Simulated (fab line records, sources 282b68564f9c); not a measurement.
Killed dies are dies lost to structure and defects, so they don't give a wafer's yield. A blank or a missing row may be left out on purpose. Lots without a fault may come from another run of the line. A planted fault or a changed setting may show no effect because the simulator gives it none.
Problem report in the 8D (eight disciplines) form, filled by code | flow rit_cmos | the parts of the form that need people (team, actions taken, sign-off) are left out

1. THE PROBLEM
NWELL_RS at RIT_WELLDRIVE_RS_MEAS_01 reads a mean of 259.7 ohm/sq on 9 wafers of 3 lots; wafers without a fault read 275.8 ohm/sq with a standard deviation of 0.78. That is -21 standard deviations from the usual mean.
The step: measures by four-point-probe.
First seen on wafer L284.2, day 3 16:22, on film_metro-04. The record holds 45 wafers of 15 lots with a number at this step. Rule for "out", or "out of limits": more than 4 standard deviations from the usual mean. The other wafers with a number count as sound.

2. WHAT IT IS AND WHAT IT IS NOT
question                    | is                           | is not
which readings at this step | NWELL_RS                     | -
which lots                  | L284, L285, L288             | L277, L278, L279, L280, L281, L282, L283, L286, L292, L296, L298, L299
which wafers of those lots  | all that have a number       | -
read on which gauges        | film_metro-03, film_metro-04 | film_metro-01
when                        | from day 3 16:22             | up to then (21 sound wafers); but 15 sound wafers of L286, L292, L296, L298, L299 came after

3. SUSPECTS, AND WHAT RULES EACH OUT
Counting: a tool at a process step up to the reading stays a suspect if it ran every lot that is out and no sound lot after the first of them.
- the gauge at RIT_WELLDRIVE_RS_MEAS_01: ruled out. The wafers that are out were read on 2 gauges (film_metro-03, film_metro-04).
- furnace-01 at RIT_WELLDRIVE_ANNEAL_00 (time 14700 s): kept. It ran every lot that is out, first L284 (day 3 11:16), and no sound lot after that; its last sound lot up to then is L283 (day 3 06:05). Its own readings are out on those wafers: spike_tc_centre_C, spike_tc_load_C, spike_tc_source_C, tube_center_temp_C, tube_center_temp_C_max.
Left after counting: furnace-01 at RIT_WELLDRIVE_ANNEAL_00.

4. THE CAUSE (what the simulator had put in)
Process parameter drift: furnace-01, from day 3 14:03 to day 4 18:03, at RIT_WELLDRIVE_ANNEAL_00. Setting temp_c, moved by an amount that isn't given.
Counting left only this tool.

5. THE CHAIN OF EFFECTS, in route order
Each row: a reading whose mean over the struck wafers that have a number lies more than 3 standard deviations from the usual. Only readings for which the record gives a usual standard deviation are gone through. hours: the time from each lot's start at the first step in this table that gives one to its start at this step, as a median over the lots. sigmas: the change in usual standard deviations.
hours | step                     | reading                | usual        | on struck wafers | change | sigmas
0     | RIT_WELLDRIVE_ANNEAL_00  | spike_tc_centre_C      | 1101.6 C     | 1117.8           | +16.2  | +9.5
0     | RIT_WELLDRIVE_ANNEAL_00  | spike_tc_load_C        | 1126.2 C     | 1139.9           | +13.7  | +6.5
0     | RIT_WELLDRIVE_ANNEAL_00  | spike_tc_source_C      | 1124.5 C     | 1140.9           | +16.4  | +7.5
0     | RIT_WELLDRIVE_ANNEAL_00  | tube_center_temp_C     | 1100 C       | 1115             | +15    | +99 or more
0     | RIT_WELLDRIVE_ANNEAL_00  | tube_center_temp_C_max | 1102.9       | 1117.7           | +14.8  | +30
5     | RIT_WELLDRIVE_RS_MEAS_01 | NWELL_RS               | 275.8 ohm/sq | 259.7            | -16.1  | -21
5     | RIT_WELLDRIVE_RS_MEAS_02 | PWELL_RS               | 430.5 ohm/sq | 414.7            | -15.8  | -12
The process steps in it:
- RIT_WELLDRIVE_ANNEAL_00: time 14700 s.

6. WHAT WOULD HAVE CAUGHT IT SOONER
In this record the first reading out of limits at a measuring or inspecting step was taken at day 3 16:22, 2 hours after the fault began at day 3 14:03.
The tool's own readings at RIT_WELLDRIVE_ANNEAL_00 were out on every struck wafer that the step has a row for (spike_tc_centre_C, spike_tc_load_C, spike_tc_source_C, tube_center_temp_C, tube_center_temp_C_max): an alarm limit on them would have fired on the first of those.
Of the lots that are out (3), L285, L288 began RIT_WELLDRIVE_ANNEAL_00 on furnace-01 after day 3 16:22. A hold on the tool at that time would have spared those 2.
